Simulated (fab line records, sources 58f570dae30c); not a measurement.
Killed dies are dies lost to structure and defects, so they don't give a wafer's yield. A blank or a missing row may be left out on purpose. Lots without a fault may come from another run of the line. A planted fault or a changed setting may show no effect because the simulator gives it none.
Split-lot experiment | flow berkeley_cmos170 | 5 lots, 23 wafers read, on a route of 331 steps

THE SPLIT
At UCB170_M3_EXPOSE_12 (exposes mask METAL3, target cd 700 nm), the setting dose_mj was moved away from the recipe's 26 on 8 of the 23 wafers read, by -5.8% to +2.8%. The other wafers ran this setting at the recipe's value.

FROM THE SPLIT TO THE READING: what the file shows between them, 6 steps
- UCB170_M3_PEB_13
- UCB170_M3_DEVELOP_14: develop time 45 s
- UCB170_M3_CD_MEAS_15: target cd 700 nm
- UCB170_M3_ETCH_17: etches BARC in N2/H2
- UCB170_M3_METAL_ETCH_18: etches Al in Cl2/BCl3, stops on SiO2, target depth 1170 nm, time 195 s (also split here: over_etch_frac)
- UCB170_M3_STRIP_19: strips in O2

THE READING
cd_nm, in nm, at UCB170_M3_CD_MEAS_90 (target cd 700 nm). Fault-free wafers of this fab line usually give 699.5 nm, standard deviation 2.2 nm.

wafer  | tool, chamber at the split | dose_mj as run | against the recipe | cd_nm, nm | against lot-mates on the recipe
L075.1 | krf_scanner-01, 0          | 24.48          | -5.8%              | 712.9     | +11.4
L075.2 | krf_scanner-01, 0          | 26             | recipe             | 702.6     | -
L075.4 | krf_scanner-01, 0          | 24.48          | -5.8%              | 710.8     | +9.2
L075.5 | krf_scanner-01, 0          | 24.48          | -5.8%              | 713.8     | +12.2
L075.6 | krf_scanner-01, 0          | 26             | recipe             | 700.5     | -
L074.1 | krf_scanner-02, 0          | 26             | recipe             | 696.9     | -
L074.2 | krf_scanner-02, 0          | 26             | recipe             | 698.4     | -
L074.4 | krf_scanner-02, 0          | 26             | recipe             | 695.6     | -
L074.5 | krf_scanner-02, 0          | 26             | recipe             | 694.5     | -
L074.6 | krf_scanner-02, 0          | 26             | recipe             | 699.4     | -
L080.1 | krf_scanner-02, 0          | 26             | recipe             | 698.9     | -
L080.4 | krf_scanner-02, 0          | 26             | recipe             | 702.1     | -
L080.6 | krf_scanner-02, 0          | 26             | recipe             | 701.0     | -
L083.2 | krf_scanner-02, 0          | 26             | recipe             | 702.2     | -
L083.3 | krf_scanner-02, 0          | 25.25          | -2.9%              | 705.7     | +4.8
L083.4 | krf_scanner-02, 0          | 25.25          | -2.9%              | 708.7     | +7.8
L083.5 | krf_scanner-02, 0          | 25.25          | -2.9%              | 707.8     | +6.9
L083.6 | krf_scanner-02, 0          | 26             | recipe             | 699.6     | -
L082.1 | krf_scanner-02, 0          | 26.74          | +2.8%              | 694.3     | -2.8
L082.3 | krf_scanner-02, 0          | 26.74          | +2.8%              | 693.1     | -4.0
L082.4 | krf_scanner-02, 0          | 26             | recipe             | 695.5     | -
L082.5 | krf_scanner-02, 0          | 26             | recipe             | 698.6     | -
L082.6 | krf_scanner-02, 0          | 26             | recipe             | 697.2     | -

THE FIT
A straight line over all 23 wafers: cd_nm changes by -2.33 nm for each +1% of dose_mj; r = -0.93; the points scatter about the line by 2.3 nm.
The same after taking each lot's own level away (the mean of its wafers on the recipe; 23 wafers): -1.81 nm for each +1%; r = -0.94; scatter 1.5 nm.
On that fit, the largest move of dose_mj shifts the reading by 11 nm.
The lots' own levels span 696.96 to 701.55 nm, that is 2.1 times the standard deviation above.
So the lot-to-lot level changes the slope: the two fits differ.
Check: with one of the wafers moved furthest among these (-5.8%) left out of the fit, the line predicts +10.8 nm for it against its lot-mates. It came out at +11.4 nm against them.

OTHER SPLITS ON THESE WAFERS
These wafers also went through other splits before the reading. Each is held against what the fit with the lots' levels taken away leaves over:
other split on the same wafers         | wafers away from the commonest value | r with cd_nm (lot level and that fit taken away)
UCB170_M2_PEB_13 peb_temp_c            | 6                                    | -0.08
UCB170_M3_SPUTTER_01 power_w           | 8                                    | -0.03
UCB170_M3_METAL_ETCH_18 over_etch_frac | 9                                    | -0.53

THE WHOLE CHAIN: every reading that the file lists as answering this split, in the file's order
step                 | what it does         | reading                                                   | change (the file's fit)              | r (the file's)
UCB170_M3_CD_MEAS_15 | target cd 700 nm     | cd_nm                                                     | -1.82 nm for each +1% of the setting | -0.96
UCB170_M3_ETCH_17    | etches BARC in N2/H2 | M3.cd_nm (the simulator's own value, which no gauge read) | -1.8 nm for each +1% of the setting  | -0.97
UCB170_M3_CD_MEAS_90 | target cd 700 nm     | cd_nm                                                     | -1.82 nm for each +1% of the setting | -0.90

THE FILE'S OWN FIT
cd_nm changes by -1.82 nm for each +1% of dose_mj, r = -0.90.
